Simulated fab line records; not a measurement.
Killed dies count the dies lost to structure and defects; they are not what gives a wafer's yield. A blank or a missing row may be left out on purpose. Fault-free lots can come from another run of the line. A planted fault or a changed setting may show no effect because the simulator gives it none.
8D (eight disciplines) problem report, filled in by code :: flow ritCmos :: the parts of the form that need people (team, actions taken, sign-off) are left out

1. PROBLEM STATEMENT
Mean ACTIVE_NITRIDE_THK at RIT_ACTIVE_THK_MEAS_04: 80.2 nm over 6 wafers in 2 lots; fault-free wafers: 149.9 nm, standard deviation 1.5. Measured from the usual mean, that is -46 standard deviations.
The first sign was on wafer L435.3 at day 4 02:36, on filmMetro-04. Wafers with a number at this step in the record: 42, from 14 lots. The rule behind "out" and "out of limits": a value lying over 4 standard deviations away from the usual mean. Any other wafer with a number is counted as sound.

2. WHAT THIS IS AND IS NOT
question: which readings at this step
is: ACTIVE_NITRIDE_THK
is not: -

question: which lots
is: L435, L436
is not: L423, L424, L425, L426, L427, L428, L429, L431, L433, L437, L440, L446

question: which wafers of those lots
is: all that have a number
is not: -

question: read on which gauges
is: filmMetro-04
is not: filmMetro-01, filmMetro-03

question: when
is: from day 4 02:36
is not: up to then (27 sound wafers); but 9 sound wafers of L437, L440, L446 came after

3. WHAT RULES OUT EACH SUSPECT
Counting: a tool at a process step up to the reading stays a suspect if it ran every lot that is out and no sound lot after the first of them.
- the gauge at RIT_ACTIVE_THK_MEAS_04 is ruled out. All the wafers that are out were read on filmMetro-04, but those of them that RIT_ACTIVE_ETCH_13 has rows for are out there too, on other tools.
- lpcvd-01 at RIT_ACTIVE_CVD_03 (deposits Si3N4 from SiH2Cl2/NH3, target thk 150 nm, time 1500 s): kept. It processed each lot that is out, first L435 at day 4 01:10, and no sound lot thereafter; up to then, the last sound lot it processed was L433 at day 3 14:31.
Remaining after the count: lpcvd-01 at RIT_ACTIVE_CVD_03.

4. THE CAUSE (what the simulator had put in)
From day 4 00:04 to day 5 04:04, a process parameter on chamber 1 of lpcvd-01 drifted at RIT_ACTIVE_CVD_03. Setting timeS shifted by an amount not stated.
After counting, this tool was the only one left.

5. SEQUENCE OF EFFECTS, ordered by route
Each row: a reading where the mean over the struck wafers with a number is more than 3 standard deviations away from the usual. Only readings whose record carries a usual standard deviation are examined. hours: median over the lots of the time between each lot's start at the first step of this table that gives one and its start at this step. sigmas: the change, counted in usual standard deviations.
hours: 0
step: RIT_ACTIVE_THK_MEAS_04
reading: ACTIVE_NITRIDE_THK
usual: 149.9 nm
on struck wafers: 80.2
change: -69.7
sigmas: -46

hours: 1
step: RIT_ACTIVE_ETCH_13
reading: oesProductAu
usual: 0.816 a.u.
on struck wafers: 0.610
change: -0.206
sigmas: -17
Its process steps:
- RIT_ACTIVE_ETCH_13: etches Si3N4 in SF6, stops on SiO2, time 210 s, target depth 210 nm.

6. HOW IT WOULD HAVE BEEN CAUGHT EARLIER
The first out-of-limits reading at a measuring or inspecting step in this record came at day 4 02:36, 3 hours after the fault's start at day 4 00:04.
An alarm limit of 4 standard deviations would not have fired on the tool readings at RIT_ACTIVE_CVD_03 for which the record gives a usual standard deviation, since none of them was out on any struck wafer.
Among the 2 lots that are out, L436 began RIT_ACTIVE_CVD_03 on lpcvd-01 after day 4 02:36. A hold on the tool at that time would have spared it.
